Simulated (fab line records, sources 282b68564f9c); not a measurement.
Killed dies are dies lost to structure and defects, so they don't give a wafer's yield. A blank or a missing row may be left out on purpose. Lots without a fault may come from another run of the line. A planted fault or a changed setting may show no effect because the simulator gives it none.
Problem report in the 8D (eight disciplines) form, filled by code | flow rit_cmos | the parts of the form that need people (team, actions taken, sign-off) are left out

1. THE PROBLEM
PWELL_TW at RIT_PWELL_TW_MEAS_10 reads a mean of 1016 on 6 wafers of 2 lots; wafers without a fault read 944 with a standard deviation of 12. That is +6.0 standard deviations from the usual mean.
First seen on wafer L465.3, day 5 11:41, on film_metro-04. The record holds 42 wafers of 14 lots with a number at this step. Rule for "out", or "out of limits": more than 4 standard deviations from the usual mean. The other wafers with a number count as sound.

2. WHAT IT IS AND WHAT IT IS NOT
question                    | is                     | is not
which readings at this step | PWELL_TW               | -
which lots                  | L465, L466             | L448, L449, L450, L451, L452, L453, L454, L467, L468, L469, L470, L471
which wafers of those lots  | all that have a number | -
read on which gauges        | film_metro-04          | film_metro-02, film_metro-03
when                        | from day 5 11:41       | up to then (21 sound wafers); but 15 sound wafers of L467, L468, L469, L470, L471 came after

3. SUSPECTS, AND WHAT RULES EACH OUT
Counting: a tool at a process step up to the reading stays a suspect if it ran every lot that is out and no sound lot after the first of them.
- the gauge at RIT_PWELL_TW_MEAS_10: ruled out. All the wafers that are out were read on film_metro-04, but those of them that RIT_PWELL_IMPLANT_08 has rows for are out there too, on other tools.
- implanter-02 at RIT_PWELL_IMPLANT_08: kept. It ran every lot that is out, first L465 (day 5 11:24), and no sound lot after that; its last sound lot up to then is L454 (day 3 04:58). Its own readings are out on those wafers: dose_ions_cm2, faraday_current_uA.
Left after counting: implanter-02 at RIT_PWELL_IMPLANT_08.

4. THE CAUSE (what the simulator had put in)
Process parameter drift: implanter-02, from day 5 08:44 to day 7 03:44, at RIT_PWELL_IMPLANT_08. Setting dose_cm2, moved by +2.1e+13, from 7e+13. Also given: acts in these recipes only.
Counting left only this tool.

5. THE CHAIN OF EFFECTS, in route order
Each row: a reading whose mean over the struck wafers that have a number lies more than 3 standard deviations from the usual. Only readings for which the record gives a usual standard deviation are gone through. hours: the time from each lot's start at the first step in this table that gives one to its start at this step, as a median over the lots. sigmas: the change in usual standard deviations.
hours | step                     | reading            | usual        | on struck wafers | change | sigmas
0     | RIT_PWELL_IMPLANT_08     | dose_ions_cm2      | 7e+13        | 9e+13            | +2e+13 | +99 or more
0     | RIT_PWELL_IMPLANT_08     | faraday_current_uA | 222          | 290              | +68    | +14
0     | RIT_PWELL_TW_MEAS_10     | PWELL_TW           | 944          | 1016             | +72    | +6.0
7     | RIT_WELLDRIVE_RS_MEAS_02 | PWELL_RS           | 429.2 ohm/sq | 364.2            | -65.0  | -38
The process steps in it:
- RIT_PWELL_IMPLANT_08

6. WHAT WOULD HAVE CAUGHT IT SOONER
In this record the first reading out of limits at a measuring or inspecting step was taken at day 5 11:41, 3 hours after the fault began at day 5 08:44.
The tool's own readings at RIT_PWELL_IMPLANT_08 were out on every struck wafer that the step has a row for (dose_ions_cm2, faraday_current_uA): an alarm limit on them would have fired on the first of those.
Of the lots that are out (2), L466 began RIT_PWELL_IMPLANT_08 on implanter-02 after day 5 11:41. A hold on the tool at that time would have spared it.
